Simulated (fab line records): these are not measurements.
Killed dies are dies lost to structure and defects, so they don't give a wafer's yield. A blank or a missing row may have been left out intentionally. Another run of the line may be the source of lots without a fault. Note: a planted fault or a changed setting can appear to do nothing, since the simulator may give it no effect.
Chamber matching | flow berkeley-cmos170 | pecvd-03 running UCB170_V2_CVD_00: 3 sister chambers
The step deposits SiO2 from TEOS/O2, target thk 2000 nm, time 250 s. 6 wafers are shown with their chamber, then 7 later ones without.

== WAFERS, EACH WITH ITS CHAMBER ==
wafer  | chamber | susceptor-temp-C (C) | heater-power-w (W)
L516.1 | 2       | 390.36               | 273
L516.4 | 0       | 390.07               | 242
L518.2 | 0       | 389.75               | 331
L518.4 | 1       | 389.98               | 243
L519.3 | 2       | 390.00               | 283
L519.4 | 1       | 389.95               | 247

== WAFERS WITH NO CHAMBER GIVEN ==
wafer  | susceptor-temp-C (C) | heater-power-w (W)
L519.5 | 389.89               | 193
L529.2 | 389.57               | 344
L529.3 | 390.17               | 217
L529.4 | 389.57               | 243
L526.1 | 389.62               | 274
L526.2 | 389.96               | 333
L526.3 | 390.39               | 322

== WHICH CHAMBER EACH WENT THROUGH ==
wafer  | from the rows above          | in truth
L519.5 | can't be placed: 1 or 0 or 2 | 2
L529.2 | can't be placed: 0 or 1 or 2 | 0
L529.3 | can't be placed: 1 or 2 or 0 | 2
L529.4 | can't be placed: 1 or 0 or 2 | 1
L526.1 | can't be placed: 0 or 1 or 2 | 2
L526.2 | can't be placed: 0 or 2 or 1 | 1
L526.3 | can't be placed: 2 or 0 or 1 | 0
Placed correctly: 0 of 7. These rows do not allow placing 7 (true chamber among the candidates in 7). Number placed wrongly: 0.
How it was worked out, from the rows above alone: a wafer's distance from a chamber is the root of the sum, over the readings, of the square of ((its reading less the chamber's mean) divided by the reading's scatter). If the next closest chamber is less than 2 further off than the closest, the wafer can't be placed; otherwise it belongs to the closest. The mean given for a chamber averages the wafers shown for that chamber. The scatter is the square root of a quotient: the sum, over the shown wafers, of each reading's squared deviation from its chamber's mean, divided by wafers minus chambers.
